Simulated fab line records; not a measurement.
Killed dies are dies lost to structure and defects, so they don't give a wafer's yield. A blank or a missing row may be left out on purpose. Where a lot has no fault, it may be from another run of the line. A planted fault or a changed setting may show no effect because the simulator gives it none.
The tool behind it: which one? | flow rit-cmos | 14 lots, 42 wafers sampled, at 6 steps of a route of 202

## WHAT THE GAUGES READ, wafer by wafer
RIT_GATE_CD_MEAS_16: the cd target is 150 nm.
lot  | measured    | on        | cd-nm (nm)
L171 | day 2 12:34 | cd-sem-02 | 149.3 146.8 147.0
L172 | day 2 17:31 | cd-sem-01 | 150.0 148.4 151.6
L174 | day 3 03:39 | cd-sem-02 | 152.3 150.1 150.3
L175 | day 3 11:50 | cd-sem-01 | 149.7 149.8 150.1
L176 | day 3 17:57 | cd-sem-01 | 153.5 151.4 152.8
L177 | day 4 01:14 | cd-sem-01 | 152.8 153.3 149.7
L178 | day 4 03:44 | cd-sem-01 | 150.8 150.6 153.7
L179 | day 4 14:16 | cd-sem-01 | 149.0 148.9 149.3
L182 | day 5 01:58 | cd-sem-01 | 149.7 150.1 148.4
L184 | day 5 06:42 | cd-sem-01 | 148.8 150.1 148.8
L186 | day 5 16:43 | cd-sem-01 | 149.6 150.1 150.2
L191 | day 6 16:34 | cd-sem-01 | 150.0 148.8 147.0
L192 | day 6 22:14 | cd-sem-02 | 153.1 151.1 150.8
L194 | day 7 11:09 | cd-sem-02 | 147.2 148.6 144.4

RIT_M1_RS_MEAS_01: measures by four-point-probe.
lot  | measured    | on            | M1_AL_RS (ohm/sq)
L171 | day 3 05:17 | film-metro-02 | 0.0734 0.0735 0.0717
L172 | day 3 11:19 | film-metro-02 | 0.0748 0.0742 0.0746
L174 | day 3 21:46 | film-metro-01 | 0.0726 0.0738 0.0739
L175 | day 4 05:37 | film-metro-01 | 0.0736 0.0736 0.0735
L176 | day 4 12:47 | film-metro-01 | 0.0704 0.0712 0.0715
L177 | day 4 17:48 | film-metro-03 | 0.0738 0.0730 0.0727
L178 | day 4 20:59 | film-metro-03 | 0.0716 0.0725 0.0713
L179 | day 5 07:58 | film-metro-03 | 0.0723 0.0731 0.0747
L182 | day 5 18:31 | film-metro-01 | 0.0825 0.0819 0.0830
L184 | day 5 23:40 | film-metro-01 | 0.0795 0.0828 0.0816
L186 | day 6 09:06 | film-metro-02 | 0.0736 0.0737 0.0734
L191 | day 7 08:50 | film-metro-01 | 0.0740 0.0738 0.0727
L192 | day 7 15:19 | film-metro-01 | 0.0725 0.0714 0.0722
L194 | day 8 04:29 | film-metro-01 | 0.0739 0.0743 0.0733

RIT_M1_THK_MEAS_02: measures by xrf.
lot  | measured    | on            | M1_AL_THK (nm)
L171 | day 3 05:23 | film-metro-02 | 410 408 417
L172 | day 3 11:26 | film-metro-02 | 402 402 400
L174 | day 3 21:53 | film-metro-01 | 411 409 403
L175 | day 4 05:44 | film-metro-01 | 404 403 405
L176 | day 4 12:54 | film-metro-01 | 423 418 413
L177 | day 4 17:53 | film-metro-03 | 404 408 409
L178 | day 4 21:05 | film-metro-03 | 415 410 420
L179 | day 5 08:05 | film-metro-03 | 409 405 397
L182 | day 5 18:38 | film-metro-01 | 366 364 363
L184 | day 5 23:46 | film-metro-01 | 377 365 370
L186 | day 6 09:13 | film-metro-02 | 403 405 407
L191 | day 7 08:58 | film-metro-01 | 404 406 415
L192 | day 7 15:26 | film-metro-01 | 414 419 415
L194 | day 8 04:36 | film-metro-01 | 403 401 405

RIT_M1_CD_MEAS_09: the cd target is 2600 nm.
lot  | measured    | on        | cd-nm (nm)
L171 | day 3 06:28 | cd-sem-01 | 2600.2 2601.0 2600.2
L172 | day 3 12:22 | cd-sem-02 | 2599.1 2598.3 2596.9
L174 | day 3 22:57 | cd-sem-01 | 2598.4 2600.4 2597.4
L175 | day 4 06:48 | cd-sem-01 | 2602.7 2603.2 2604.7
L176 | day 4 13:58 | cd-sem-01 | 2604.4 2601.8 2604.6
L177 | day 4 19:07 | cd-sem-01 | 2601.9 2599.7 2601.0
L178 | day 4 22:10 | cd-sem-01 | 2598.8 2601.2 2601.4
L179 | day 5 09:16 | cd-sem-01 | 2599.0 2598.4 2599.8
L182 | day 5 19:43 | cd-sem-01 | 2599.7 2598.3 2600.1
L184 | day 6 01:05 | cd-sem-01 | 2599.2 2599.3 2596.7
L186 | day 6 10:16 | cd-sem-01 | 2599.7 2602.7 2601.8
L191 | day 7 09:54 | cd-sem-02 | 2603.1 2603.0 2604.3
L192 | day 7 16:31 | cd-sem-02 | 2599.5 2600.6 2600.3
L194 | day 8 05:40 | cd-sem-01 | 2602.6 2600.8 2602.9

## WHAT TOOL EACH LOT RAN ON (gives the tool, then ch and the chambers of the sampled wafers, and finally the start)
lot  | RIT_PLDD_STRIP_09                   | RIT_M1_SPUTTER_00
L171 | plasma-asher-03 ch 0,1, day 2 19:11 | pvd-sputter-02, day 3 04:57
L172 | plasma-asher-03 ch 0,1, day 3 00:59 | pvd-sputter-03, day 3 11:01
L174 | plasma-asher-02 ch 0,1, day 3 11:40 | pvd-sputter-01, day 3 21:28
L175 | plasma-asher-01 ch 0,1, day 3 19:39 | pvd-sputter-02, day 4 05:19
L176 | plasma-asher-01 ch 0,1, day 4 02:35 | pvd-sputter-01, day 4 12:29
L177 | plasma-asher-03 ch 0,1, day 4 07:34 | pvd-sputter-02, day 4 17:35
L178 | plasma-asher-02 ch 0,1, day 4 10:56 | pvd-sputter-01, day 4 20:38
L179 | plasma-asher-01 ch 0,1, day 4 21:56 | pvd-sputter-02, day 5 07:41
L182 | plasma-asher-03 ch 0,1, day 5 08:38 | pvd-sputter-02, day 5 18:13
L184 | plasma-asher-03 ch 0,1, day 5 14:06 | pvd-sputter-02, day 5 23:20
L186 | plasma-asher-02 ch 0,1, day 5 23:14 | pvd-sputter-03, day 6 08:48
L191 | plasma-asher-02 ch 0,1, day 6 23:00 | pvd-sputter-03, day 7 08:33
L192 | plasma-asher-02 ch 0,1, day 7 05:33 | pvd-sputter-01, day 7 15:01
L194 | plasma-asher-03 ch 0,1, day 7 18:45 | pvd-sputter-03, day 8 04:11
- RIT_PLDD_STRIP_09: strips in O2, time 180 s.
- RIT_M1_SPUTTER_00: material Al, target thk 400 nm, time 500 s.

## AS READ BY THE TOOLS THEMSELVES (means over the sampled wafers that have a number; for cases with no such wafer, the mark the record gives instead)
RIT_PLDD_STRIP_09.
lot  | tool            | chamber-pressure-mTorr (mTorr) | drypump-motor-current-A (A)
L171 | plasma-asher-03 | 3999                           | 5.6
L172 | plasma-asher-03 | 3999                           | 5.6
L174 | plasma-asher-02 | 3998                           | 5.4
L175 | plasma-asher-01 | 4001                           | 6.2
L176 | plasma-asher-01 | 4002                           | 6.3
L177 | plasma-asher-03 | 3996                           | 5.6
L178 | plasma-asher-02 | 3999                           | 5.4
L179 | plasma-asher-01 | 4002                           | 6.2
L182 | plasma-asher-03 | 3998                           | 5.9
L184 | plasma-asher-03 | 4001                           | 5.9
L186 | plasma-asher-02 | 3998                           | 5.4
L191 | plasma-asher-02 | 4000                           | 5.4
L192 | plasma-asher-02 | 3999                           | 5.4
L194 | plasma-asher-03 | 4001                           | 5.6

RIT_M1_SPUTTER_00.
lot  | tool           | throttle-valve-pct (%)
L171 | pvd-sputter-02 | 30.7
L172 | pvd-sputter-03 | 30.6
L174 | pvd-sputter-01 | 30.2
L175 | pvd-sputter-02 | 31.0
L176 | pvd-sputter-01 | 30.8
L177 | pvd-sputter-02 | 30.2
L178 | pvd-sputter-01 | 30.4
L179 | pvd-sputter-02 | 30.6
L182 | pvd-sputter-02 | 30.3
L184 | pvd-sputter-02 | 30.7
L186 | pvd-sputter-03 | 30.3
L191 | pvd-sputter-03 | 30.4
L192 | pvd-sputter-01 | 30.2
L194 | pvd-sputter-03 | 30.2

## THE ANSWER, worked out from the rows above alone
Rule: the usual values come from the lots themselves. The widest of any qualifying gaps counts: lots, ordered by their means at a reading, are off when they make up no more than a third of the lots, leave a main group of 4 or more, and stand apart from it by 3 or more times the standard deviation of that group's means. A main group is skipped when, at the precision printed for the reading in the tables above, its means are all equal. Also off: a lot with no number at a reading for which 4 or more lots have one. The other lots that the step has rows for count as sound. After the gauges, taken in route order, come the tools' own readings; for these a lot's mean is taken, as printed above. The first step at which some lot is off is used, and at that step the reading that is off furthest; a lot without a number counts as furthest.
Off: at RIT_M1_RS_MEAS_01 (M1_AL_RS), L182, L184. For the main group the mean is 0.0731 ohm/sq and the standard deviation 0.00094.
If a tool, at a process step before that reading, ran all the lots that are off and no sound lot after the first of them, it fits. Those tools and the gauges at RIT_M1_RS_MEAS_01 are tried in the same way. One fits: RIT_M1_SPUTTER_00 on pvd-sputter-02. Its last sound lot is L179 (day 5 07:41), its first lot that is off L182 (day 5 18:13): a fault that began between those two fits.

## WHAT HAD BEEN PUT IN BY THE SIMULATOR
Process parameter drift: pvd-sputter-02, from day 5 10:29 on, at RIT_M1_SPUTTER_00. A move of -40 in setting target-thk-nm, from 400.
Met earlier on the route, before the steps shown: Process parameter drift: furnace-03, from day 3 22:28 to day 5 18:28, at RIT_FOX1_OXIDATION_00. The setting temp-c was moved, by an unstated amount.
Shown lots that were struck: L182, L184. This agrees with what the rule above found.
